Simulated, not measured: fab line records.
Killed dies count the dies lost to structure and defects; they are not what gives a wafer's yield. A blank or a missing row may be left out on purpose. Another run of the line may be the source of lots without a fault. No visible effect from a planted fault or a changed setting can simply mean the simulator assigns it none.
Which tool is to blame? / flow berkeley-cmos170 / 14 lots with 42 wafers sampled at 6 steps, on a route of 331 steps

== WHAT THE GAUGES READ, wafer by wafer ==
UCB170_M1_CD_MEAS_90: target cd 700 nm.
lot=L202; measured=day 7 20:50; on=cd-sem-01; cd-nm (nm)=696.5 692.6 698.7
lot=L200; measured=day 7 21:22; on=cd-sem-01; cd-nm (nm)=699.7 699.0 701.8
lot=L201; measured=day 8 01:49; on=cd-sem-01; cd-nm (nm)=698.6 700.6 700.1
lot=L203; measured=day 8 07:55; on=cd-sem-02; cd-nm (nm)=697.1 696.4 695.8
lot=L204; measured=day 8 22:18; on=cd-sem-02; cd-nm (nm)=700.8 697.1 697.8
lot=L208; measured=day 9 12:06; on=cd-sem-02; cd-nm (nm)=696.9 703.6 701.1
lot=L206; measured=day 9 12:22; on=cd-sem-02; cd-nm (nm)=702.6 701.9 704.0
lot=L207; measured=day 9 14:08; on=cd-sem-02; cd-nm (nm)=699.3 703.9 700.8
lot=L210; measured=day 10 20:49; on=cd-sem-01; cd-nm (nm)=698.7 700.3 698.6
lot=L212; measured=day 10 22:40; on=cd-sem-01; cd-nm (nm)=698.3 699.8 699.4
lot=L219; measured=day 12 09:56; on=cd-sem-02; cd-nm (nm)=697.0 698.0 698.4
lot=L223; measured=day 13 08:56; on=cd-sem-02; cd-nm (nm)=700.1 699.3 696.1
lot=L222; measured=day 13 08:27; on=cd-sem-01; cd-nm (nm)=700.2 701.6 703.3
lot=L221; measured=day 13 06:48; on=cd-sem-02; cd-nm (nm)=697.5 698.7 700.0

UCB170_M2_CD_MEAS_90: target cd 700 nm.
lot=L202; measured=day 8 04:41; on=cd-sem-01; cd-nm (nm)=696 693 689
lot=L200; measured=day 8 05:01; on=cd-sem-02; cd-nm (nm)=696 701 698
lot=L201; measured=day 8 09:58; on=cd-sem-01; cd-nm (nm)=695 694 698
lot=L203; measured=day 8 14:43; on=cd-sem-02; cd-nm (nm)=699 696 689
lot=L204; measured=day 9 07:23; on=cd-sem-01; cd-nm (nm)=695 704 695
lot=L208; measured=day 9 19:45; on=cd-sem-01; cd-nm (nm)=703 698 696
lot=L206; measured=day 9 20:08; on=cd-sem-02; cd-nm (nm)=698 689 692
lot=L207; measured=day 9 22:19; on=cd-sem-02; cd-nm (nm)=704 696 699
lot=L210; measured=day 11 06:57; on=cd-sem-02; cd-nm (nm)=691 683 683
lot=L212; measured=day 11 07:31; on=cd-sem-02; cd-nm (nm)=691 680 683
lot=L219; measured=day 12 16:38; on=cd-sem-02; cd-nm (nm)=693 692 693
lot=L223; measured=day 13 19:01; on=cd-sem-02; cd-nm (nm)=704 698 700
lot=L222; measured=day 13 16:45; on=cd-sem-01; cd-nm (nm)=711 710 702
lot=L221; measured=day 13 16:56; on=cd-sem-02; cd-nm (nm)=694 692 694

== TOOL THAT RAN EACH LOT (tool first, then ch and the chambers of the sampled wafers, then the start) ==
lot=L202; UCB170_PSD_STRIP_09=plasma-asher-01 ch 0,1, day 7 09:14; UCB170_CONTACT_STRIP_06=plasma-asher-01 ch 0,1, day 7 15:58; UCB170_M2_METAL_ETCH_18=rie-metal-03 ch 0,1, day 8 04:23; UCB170_M2_STRIP_19=plasma-asher-04 ch 0,1, day 8 04:34
lot=L200; UCB170_PSD_STRIP_09=plasma-asher-04 ch 0,1, day 7 09:24; UCB170_CONTACT_STRIP_06=plasma-asher-02 ch 0,1, day 7 16:10; UCB170_M2_METAL_ETCH_18=rie-metal-01 ch 0,1, day 8 04:42; UCB170_M2_STRIP_19=plasma-asher-02 ch 0, day 8 04:53
lot=L201; UCB170_PSD_STRIP_09=plasma-asher-01 ch 0,1, day 7 09:42; UCB170_CONTACT_STRIP_06=plasma-asher-02 ch 0,1, day 7 17:47; UCB170_M2_METAL_ETCH_18=rie-metal-01 ch 0,1, day 8 09:41; UCB170_M2_STRIP_19=plasma-asher-01 ch 0,1, day 8 09:50
lot=L203; UCB170_PSD_STRIP_09=plasma-asher-01 ch 0, day 7 15:22; UCB170_CONTACT_STRIP_06=plasma-asher-03 ch 1, day 8 03:35; UCB170_M2_METAL_ETCH_18=rie-metal-03 ch 0,1, day 8 14:26; UCB170_M2_STRIP_19=plasma-asher-01 ch 0,1, day 8 14:37
lot=L204; UCB170_PSD_STRIP_09=plasma-asher-01 ch 0,1, day 8 12:22; UCB170_CONTACT_STRIP_06=plasma-asher-02 ch 0,1, day 8 18:33; UCB170_M2_METAL_ETCH_18=rie-metal-04 ch 0,1, day 9 07:07; UCB170_M2_STRIP_19=plasma-asher-01 ch 0,1, day 9 07:16
lot=L208; UCB170_PSD_STRIP_09=plasma-asher-01 ch 0,1, day 8 22:59; UCB170_CONTACT_STRIP_06=plasma-asher-02 ch 0, day 9 08:18; UCB170_M2_METAL_ETCH_18=rie-metal-04 ch 0,1, day 9 19:26; UCB170_M2_STRIP_19=plasma-asher-01 ch 0,1, day 9 19:38
lot=L206; UCB170_PSD_STRIP_09=plasma-asher-03 ch 0,1, day 8 23:14; UCB170_CONTACT_STRIP_06=plasma-asher-01 ch 0,1, day 9 08:40; UCB170_M2_METAL_ETCH_18=rie-metal-03 ch 0,1, day 9 19:51; UCB170_M2_STRIP_19=plasma-asher-01 ch 0,1, day 9 20:02
lot=L207; UCB170_PSD_STRIP_09=plasma-asher-01 ch 0,1, day 8 23:28; UCB170_CONTACT_STRIP_06=plasma-asher-03 ch 0,1, day 9 10:05; UCB170_M2_METAL_ETCH_18=rie-metal-04 ch 0,1, day 9 22:01; UCB170_M2_STRIP_19=plasma-asher-04 ch 0,1, day 9 22:13
lot=L210; UCB170_PSD_STRIP_09=plasma-asher-04 ch 0,1, day 10 10:16; UCB170_CONTACT_STRIP_06=plasma-asher-03 ch 0,1, day 10 17:04; UCB170_M2_METAL_ETCH_18=rie-metal-04 ch 0,1, day 11 06:41; UCB170_M2_STRIP_19=plasma-asher-02 ch 0,1, day 11 06:50
lot=L212; UCB170_PSD_STRIP_09=plasma-asher-03 ch 0,1, day 10 10:29; UCB170_CONTACT_STRIP_06=plasma-asher-03 ch 0,1, day 10 17:28; UCB170_M2_METAL_ETCH_18=rie-metal-04 ch 0,1, day 11 07:13; UCB170_M2_STRIP_19=plasma-asher-02 ch 0,1, day 11 07:25
lot=L219; UCB170_PSD_STRIP_09=plasma-asher-04 ch 0,1, day 11 23:27; UCB170_CONTACT_STRIP_06=plasma-asher-02 ch 0,1, day 12 06:22; UCB170_M2_METAL_ETCH_18=rie-metal-03 ch 0,1, day 12 16:20; UCB170_M2_STRIP_19=plasma-asher-04 ch 0,1, day 12 16:32
lot=L223; UCB170_PSD_STRIP_09=plasma-asher-03 ch 0,1, day 12 17:28; UCB170_CONTACT_STRIP_06=plasma-asher-03 ch 0,1, day 13 04:13; UCB170_M2_METAL_ETCH_18=rie-metal-01 ch 1, day 13 18:32; UCB170_M2_STRIP_19=plasma-asher-01 ch 0,1, day 13 18:55
lot=L222; UCB170_PSD_STRIP_09=plasma-asher-01 ch 0,1, day 12 17:34; UCB170_CONTACT_STRIP_06=plasma-asher-01 ch 0,1, day 13 04:12; UCB170_M2_METAL_ETCH_18=rie-metal-04 ch 0,1, day 13 16:28; UCB170_M2_STRIP_19=plasma-asher-04 ch 0,1, day 13 16:37
lot=L221; UCB170_PSD_STRIP_09=plasma-asher-04 ch 0,1, day 12 17:44; UCB170_CONTACT_STRIP_06=plasma-asher-02 ch 0,1, day 13 02:58; UCB170_M2_METAL_ETCH_18=rie-metal-03 ch 0,1, day 13 16:39; UCB170_M2_STRIP_19=plasma-asher-02 ch 0,1, day 13 16:50
- UCB170_PSD_STRIP_09: strips in O2.
- UCB170_CONTACT_STRIP_06: strips in O2.
- UCB170_M2_METAL_ETCH_18: etches Al in Cl2/BCl3, stops on SiO2, target depth 1170 nm, time 195 s.
- UCB170_M2_STRIP_19: strips in O2.

== AS READ BY THE TOOLS THEMSELVES (means over the sampled wafers that have a number; for cases with no such wafer, the mark the record gives instead) ==
UCB170_PSD_STRIP_09.
lot=L202; tool=plasma-asher-01; drypump-motor-current-A (A)=5.4; oes-product-au (a.u.)=0.599; strip-time-to-endpoint-s (s)=29.40
lot=L200; tool=plasma-asher-04; drypump-motor-current-A (A)=5.7; oes-product-au (a.u.)=0.600; strip-time-to-endpoint-s (s)=29.46
lot=L201; tool=plasma-asher-01; drypump-motor-current-A (A)=5.4; oes-product-au (a.u.)=0.598; strip-time-to-endpoint-s (s)=29.38
lot=L203; tool=plasma-asher-01; drypump-motor-current-A (A)=5.5; oes-product-au (a.u.)=0.602; strip-time-to-endpoint-s (s)=29.45
lot=L204; tool=plasma-asher-01; drypump-motor-current-A (A)=5.2; oes-product-au (a.u.)=0.601; strip-time-to-endpoint-s (s)=29.47
lot=L208; tool=plasma-asher-01; drypump-motor-current-A (A)=5.4; oes-product-au (a.u.)=0.601; strip-time-to-endpoint-s (s)=29.48
lot=L206; tool=plasma-asher-03; drypump-motor-current-A (A)=5.7; oes-product-au (a.u.)=0.600; strip-time-to-endpoint-s (s)=29.37
lot=L207; tool=plasma-asher-01; drypump-motor-current-A (A)=5.4; oes-product-au (a.u.)=0.599; strip-time-to-endpoint-s (s)=29.37
lot=L210; tool=plasma-asher-04; drypump-motor-current-A (A)=5.9; oes-product-au (a.u.)=0.598; strip-time-to-endpoint-s (s)=29.42
lot=L212; tool=plasma-asher-03; drypump-motor-current-A (A)=5.4; oes-product-au (a.u.)=0.602; strip-time-to-endpoint-s (s)=29.33
lot=L219; tool=plasma-asher-04; drypump-motor-current-A (A)=5.9; oes-product-au (a.u.)=0.600; strip-time-to-endpoint-s (s)=29.37
lot=L223; tool=plasma-asher-03; drypump-motor-current-A (A)=5.7; oes-product-au (a.u.)=0.603; strip-time-to-endpoint-s (s)=29.34
lot=L222; tool=plasma-asher-01; drypump-motor-current-A (A)=5.2; oes-product-au (a.u.)=0.595; strip-time-to-endpoint-s (s)=29.52
lot=L221; tool=plasma-asher-04; drypump-motor-current-A (A)=5.8; oes-product-au (a.u.)=0.599; strip-time-to-endpoint-s (s)=29.39

UCB170_CONTACT_STRIP_06.
lot=L202; tool=plasma-asher-01; drypump-motor-current-A (A)=5.4; oes-product-au (a.u.)=0.739; strip-time-to-endpoint-s (s)=21.91
lot=L200; tool=plasma-asher-02; drypump-motor-current-A (A)=5.7; oes-product-au (a.u.)=0.737; strip-time-to-endpoint-s (s)=22.00
lot=L201; tool=plasma-asher-02; drypump-motor-current-A (A)=5.7; oes-product-au (a.u.)=0.735; strip-time-to-endpoint-s (s)=22.04
lot=L203; tool=plasma-asher-03; drypump-motor-current-A (A)=6.0; oes-product-au (a.u.)=0.739; strip-time-to-endpoint-s (s)=22.06
lot=L204; tool=plasma-asher-02; drypump-motor-current-A (A)=6.0; oes-product-au (a.u.)=0.732; strip-time-to-endpoint-s (s)=21.95
lot=L208; tool=plasma-asher-02; drypump-motor-current-A (A)=5.5; oes-product-au (a.u.)=0.736; strip-time-to-endpoint-s (s)=21.97
lot=L206; tool=plasma-asher-01; drypump-motor-current-A (A)=5.4; oes-product-au (a.u.)=0.735; strip-time-to-endpoint-s (s)=21.89
lot=L207; tool=plasma-asher-03; drypump-motor-current-A (A)=5.5; oes-product-au (a.u.)=0.737; strip-time-to-endpoint-s (s)=21.94
lot=L210; tool=plasma-asher-03; drypump-motor-current-A (A)=5.4; oes-product-au (a.u.)=0.735; strip-time-to-endpoint-s (s)=21.94
lot=L212; tool=plasma-asher-03; drypump-motor-current-A (A)=5.4; oes-product-au (a.u.)=0.740; strip-time-to-endpoint-s (s)=21.95
lot=L219; tool=plasma-asher-02; drypump-motor-current-A (A)=6.0; oes-product-au (a.u.)=0.731; strip-time-to-endpoint-s (s)=22.02
lot=L223; tool=plasma-asher-03; drypump-motor-current-A (A)=5.7; oes-product-au (a.u.)=0.736; strip-time-to-endpoint-s (s)=21.92
lot=L222; tool=plasma-asher-01; drypump-motor-current-A (A)=5.2; oes-product-au (a.u.)=0.731; strip-time-to-endpoint-s (s)=21.88
lot=L221; tool=plasma-asher-02; drypump-motor-current-A (A)=6.0; oes-product-au (a.u.)=0.729; strip-time-to-endpoint-s (s)=21.97

UCB170_M2_METAL_ETCH_18.
lot=L202; tool=rie-metal-03; drypump-motor-current-A (A)=5.46; oes-product-au (a.u.)=0.850; throttle-valve-pct (%)=24.32
lot=L200; tool=rie-metal-01; drypump-motor-current-A (A)=5.96; oes-product-au (a.u.)=0.859; throttle-valve-pct (%)=24.64
lot=L201; tool=rie-metal-01; drypump-motor-current-A (A)=5.81; oes-product-au (a.u.)=0.854; throttle-valve-pct (%)=24.38
lot=L203; tool=rie-metal-03; drypump-motor-current-A (A)=5.47; oes-product-au (a.u.)=0.846; throttle-valve-pct (%)=24.31
lot=L204; tool=rie-metal-04; drypump-motor-current-A (A)=5.68; oes-product-au (a.u.)=0.868; throttle-valve-pct (%)=24.48
lot=L208; tool=rie-metal-04; drypump-motor-current-A (A)=5.67; oes-product-au (a.u.)=0.867; throttle-valve-pct (%)=24.46
lot=L206; tool=rie-metal-03; drypump-motor-current-A (A)=5.62; oes-product-au (a.u.)=0.856; throttle-valve-pct (%)=24.20
lot=L207; tool=rie-metal-04; drypump-motor-current-A (A)=5.68; oes-product-au (a.u.)=0.860; throttle-valve-pct (%)=24.48
lot=L210; tool=rie-metal-04; drypump-motor-current-A (A)=5.67; oes-product-au (a.u.)=0.762; throttle-valve-pct (%)=24.53
lot=L212; tool=rie-metal-04; drypump-motor-current-A (A)=5.67; oes-product-au (a.u.)=0.757; throttle-valve-pct (%)=24.52
lot=L219; tool=rie-metal-03; drypump-motor-current-A (A)=5.46; oes-product-au (a.u.)=0.852; throttle-valve-pct (%)=24.31
lot=L223; tool=rie-metal-01; drypump-motor-current-A (A)=5.68; oes-product-au (a.u.)=0.858; throttle-valve-pct (%)=24.13
lot=L222; tool=rie-metal-04; drypump-motor-current-A (A)=5.60; oes-product-au (a.u.)=0.866; throttle-valve-pct (%)=24.30
lot=L221; tool=rie-metal-03; drypump-motor-current-A (A)=5.61; oes-product-au (a.u.)=0.853; throttle-valve-pct (%)=24.20

UCB170_M2_STRIP_19.
lot=L202; tool=plasma-asher-04; drypump-motor-current-A (A)=5.8; oes-product-au (a.u.)=0.540
lot=L200; tool=plasma-asher-02; drypump-motor-current-A (A)=5.5; oes-product-au (a.u.)=0.554
lot=L201; tool=plasma-asher-01; drypump-motor-current-A (A)=5.3; oes-product-au (a.u.)=0.562
lot=L203; tool=plasma-asher-01; drypump-motor-current-A (A)=5.2; oes-product-au (a.u.)=0.544
lot=L204; tool=plasma-asher-01; drypump-motor-current-A (A)=5.4; oes-product-au (a.u.)=0.548
lot=L208; tool=plasma-asher-01; drypump-motor-current-A (A)=5.4; oes-product-au (a.u.)=0.558
lot=L206; tool=plasma-asher-01; drypump-motor-current-A (A)=5.2; oes-product-au (a.u.)=0.551
lot=L207; tool=plasma-asher-04; drypump-motor-current-A (A)=5.8; oes-product-au (a.u.)=0.555
lot=L210; tool=plasma-asher-02; drypump-motor-current-A (A)=5.8; oes-product-au (a.u.)=0.357
lot=L212; tool=plasma-asher-02; drypump-motor-current-A (A)=5.7; oes-product-au (a.u.)=0.366
lot=L219; tool=plasma-asher-04; drypump-motor-current-A (A)=5.9; oes-product-au (a.u.)=0.546
lot=L223; tool=plasma-asher-01; drypump-motor-current-A (A)=5.2; oes-product-au (a.u.)=0.566
lot=L222; tool=plasma-asher-04; drypump-motor-current-A (A)=5.7; oes-product-au (a.u.)=0.552
lot=L221; tool=plasma-asher-02; drypump-motor-current-A (A)=5.7; oes-product-au (a.u.)=0.536

== THE ANSWER, worked out from the rows above alone ==
Rule: the lots themselves supply what counts as usual. The widest of any qualifying gaps counts: lots, ordered by their means at a reading, are off when they make up no more than a third of the lots, leave a main group of 4 or more, and stand apart from it by 3 or more times the standard deviation of that group's means. The tables above print the reading to a certain number of digits; a main group whose means all agree to those digits is not used. Also off: a lot with no number at a reading for which 4 or more lots have one. The other lots that the step has rows for count as sound. The gauges are gone through in route order, then the tools' own readings, and for those a lot's mean is taken as printed above. The first step at which some lot is off is used, and at that step the reading that is off furthest; a lot without a number counts as furthest.
Off, at UCB170_M2_METAL_ETCH_18 on oes-product-au: L210, L212. Main group: mean 0.857 a.u., sd 0.0067.
A tool fits if, at that step or a process step before it, it ran every lot that is off, and no sound lot after the first of them. Not one of the candidates tried fits.

== WHAT THE SIMULATOR PUT IN ==
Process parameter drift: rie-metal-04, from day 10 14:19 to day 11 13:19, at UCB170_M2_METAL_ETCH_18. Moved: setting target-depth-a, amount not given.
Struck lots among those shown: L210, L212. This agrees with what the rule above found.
